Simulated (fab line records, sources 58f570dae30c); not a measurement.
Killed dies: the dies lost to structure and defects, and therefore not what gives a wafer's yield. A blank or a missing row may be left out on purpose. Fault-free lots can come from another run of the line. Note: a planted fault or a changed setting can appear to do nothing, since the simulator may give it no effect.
Struck lot and sound lot, side by side + flow berkeleyCmos170 + 15 out of 331 route steps
Sound: the wafers L868.1, L868.4, L868.5. Struck: wafers L876.2, L876.3, L876.6. The cause is given at the end.
For every step that has rows: the tool of each side, followed by ch and its chambers, followed by its first start. Under that, the readings that differ: sound wafers + struck wafers + difference of the means + sigmas: that difference in standard deviations of wafers without a fault.
alike: words and numbers the same on both sides, and readings whose means are apart by under 2 such deviations; not compared: readings that were withheld, readings missing a value for some wafer, numbers with overlapping values and no deviation given by the record, and bounds like >300 which may hide the same value.
Wherever a step has rows on one side only, a row that says differs or no value, or a row with sigmas, the two part there. Numbers that have no deviation but don't overlap get no sigmas and don't part them. Lack of a reading on every wafer of one side parts them only where that side has two or more wafers.

UCB170_SDANNEAL_RS_MEAS_05: a four-point-probe measurement.
  struck on filmMetro-01, day 9 15:52; sound on filmMetro-01, day 7 11:25
  alike: NLDD_RS
then, 1 step without rows for these wafers: UCB170_SILICIDE_PRE_CLEAN_00 (preclean etch time 60 s).
UCB170_SILICIDE_SPUTTER_01: material Ti, target thk 30 nm, time 25 s.
  struck on pvdSputter-02, day 9 16:02; sound on pvdSputter-02, day 7 11:36
  alike: throttleValvePct
UCB170_SILICIDE_RS_MEAS_02: a four-point-probe measurement.
  struck on filmMetro-02, day 9 16:05; sound on filmMetro-01, day 7 11:38
  alike: SILICIDE_TI_RS
UCB170_SILICIDE_THK_MEAS_03: measures by xrf.
  struck on filmMetro-02, day 9 16:12; sound on filmMetro-01, day 7 11:45
  alike: SILICIDE_TI_THK
UCB170_SILICIDE_RTA_04: time 15 s.
  sound on rtpAnneal-02 ch 0, day 7 11:49; struck on rtpAnneal-02 ch 0, day 9 16:16
  alike: lampPowerPct, wafer_temp_C_max
then, 3 steps without rows for these wafers: UCB170_SILICIDE_WET_ETCH_05 (etches Ti in SPM, time 45 s); UCB170_CONTACT_CLEAN_00 (cleans in SPM, time 600 s); UCB170_CONTACT_CVD_01 (deposits PSG from SiH4/O2/PH3, target thk 700 nm, time 2820 s).
UCB170_CONTACT_THK_MEAS_02:
  struck on filmMetro-03, day 9 18:59; sound on filmMetro-03, day 7 15:07
  alike: CONTACT_PSG_THK
then, 2 steps without rows for these wafers: UCB170_CONTACT_HMDS_03 (prime time 60 s); UCB170_CONTACT_COAT_04 (resist thk 900 nm).
UCB170_CONTACT_SOFTBAKE_05: time 60 s.
  sound on lithoTrack-02 ch 0, day 7 15:29; struck on lithoTrack-02 ch 0, day 9 19:22
| reading               | sound                | struck               | difference | sigmas |
|-----------------------|----------------------|----------------------|------------|--------|
| heaterPowerTotalW (W) | 56.79 56.82 56.75    | 55.02 55.03 55.10    | -1.74      | -37    |
| plateTempC (C)        | 130.07 129.92 130.02 | 127.10 126.84 126.73 | -3.11      | -22    |
  alike: exhaustPa
UCB170_CONTACT_STRIP_06: strips in O2.
  sound on plasmaAsher-03 ch 1, day 7 15:38; struck on plasmaAsher-01 ch 0, day 9 19:29
  alike: drypumpMotorCurrentA, oesProductAu, stripTimeToEndpointS
  not compared: rfHoursCounterH
then, 1 step without rows for these wafers: UCB170_M3_PROBE_99.

WHERE THEY PART
At UCB170_CONTACT_SOFTBAKE_05 and nowhere else, as far as this record goes. Later steps at which nothing parts them and some readings are alike: UCB170_CONTACT_STRIP_06.

WHY: the cause the simulator had injected
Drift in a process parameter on lithoTrack-02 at UCB170_CONTACT_SOFTBAKE_05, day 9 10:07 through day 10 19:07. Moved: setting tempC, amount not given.
